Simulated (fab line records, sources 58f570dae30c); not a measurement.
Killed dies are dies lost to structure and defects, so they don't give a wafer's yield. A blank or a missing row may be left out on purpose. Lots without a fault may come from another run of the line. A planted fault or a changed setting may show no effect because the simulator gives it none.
A struck lot beside a sound one | flow berkeley_cmos170 | 17 steps out of a route of 331
Sound: wafers L925.1, L925.2, L925.5. Struck: wafers L941.3, L941.5, L941.6. The cause comes at the end.
At each step with rows: each side's tool, then ch and its chambers, then its first start. Under that, the readings that differ: sound wafers | struck wafers | difference of the means | sigmas: that difference in standard deviations of wafers without a fault.
alike: readings whose means differ by less than 2 such deviations, and words and numbers that are the same on both sides. not compared: withheld readings, readings that some wafer has no value for, bounds like >300 that may hide the same value, and numbers for which the record gives no deviation and whose values overlap.
The two part at a step that has a row with sigmas, a row that says differs or no value, or rows on one side only. Numbers that don't overlap but have no deviation are shown without sigmas and don't part them. A reading that every wafer of one side lacks parts them only if that side has two wafers or more.

UCB170_PWELL_THK_MEAS_03:
  sound on film_metro-04, day 3 21:17; struck on film_metro-03, day 6 22:36
  reading              | sound          | struck         | difference | sigmas
  PWELL_OXIDE_THK (nm) | 25.9 25.5 25.7 | 26.7 26.5 26.9 | +1.0       | +2
then, 2 steps without rows for these wafers: UCB170_PWELL_ANNEAL_04 (time 900 s); UCB170_PWELL_CVD_05 (deposits Si3N4 from SiH2Cl2/NH3, target thk 220 nm, time 3300 s).
UCB170_PWELL_THK_MEAS_06:
  sound on film_metro-03, day 4 04:34; struck on film_metro-02, day 7 05:42
  alike: PWELL_NITRIDE_THK
then, 6 steps without rows for these wafers: UCB170_PWELL_HMDS_07 (prime time 60 s); UCB170_PWELL_COAT_08 (resist thk 900 nm); UCB170_PWELL_SOFTBAKE_09 (time 60 s); UCB170_PWELL_EXPOSE_10 (exposes mask PWELL, target cd 3000 nm); UCB170_PWELL_PEB_11; UCB170_PWELL_DEVELOP_12 (develop time 45 s).
UCB170_PWELL_OVL_MEAS_13:
  sound on overlay-02, day 4 05:44; struck on overlay-02, day 7 07:40
  alike: PWELL_OVL
UCB170_PWELL_ETCH_14: etches Si3N4 in CH3F/Ar/O2, stops on SiO2, target depth 242 nm, time 153.4 s.
  sound on rie_diel-03 ch 1,3, day 4 05:46; struck on rie_diel-03 ch 0,3, day 7 07:41
  alike: CH3F_flow_sccm, drypump_motor_current_A, oes_product_au, throttle_valve_pct
  not compared: rf_hours_counter_h
UCB170_PWELL_IMPLANT_15:
  sound on implanter-01 ch 0, day 4 05:52; struck on implanter-04 ch 0, day 7 08:09
  alike: beam_energy_keV, beam_on_s, faraday_current_uA, tilt_deg
UCB170_PWELL_STRIP_16: strips in O2.
  sound on plasma_asher-01 ch 0,1, day 4 06:01; struck on plasma_asher-04 ch 0,1, day 7 08:17
  reading                      | sound             | struck            | difference | sigmas
  strip_time_to_endpoint_s (s) | 17.95 17.98 18.00 | 18.13 18.14 18.24 | +0.19      | +3
  alike: drypump_motor_current_A, oes_product_au
  not compared: rf_hours_counter_h
UCB170_PWELL_TW_MEAS_17:
  sound on film_metro-04, day 4 06:07; struck on film_metro-04, day 7 08:22
  reading  | sound       | struck      | difference | sigmas
  PWELL_TW | 381 380 380 | 473 474 474 | +93        | +18
then, 1 step without rows for these wafers: UCB170_PWELL_CLEAN_18 (cleans in SPM, time 600 s).
-- the record jumps here: 5 days lie between the struck wafers' starts before and after (it left off in module PWELL and takes up again in module M3, whose first step shown is number 331 of the route) --
UCB170_M3_PROBE_99:
  the record has rows for the struck wafers here (prober-02, day 12 17:35) and none for the sound ones

WHERE THEY PART
First at UCB170_PWELL_THK_MEAS_03; last, within this record, at UCB170_M3_PROBE_99.

WHY: what the simulator had put in
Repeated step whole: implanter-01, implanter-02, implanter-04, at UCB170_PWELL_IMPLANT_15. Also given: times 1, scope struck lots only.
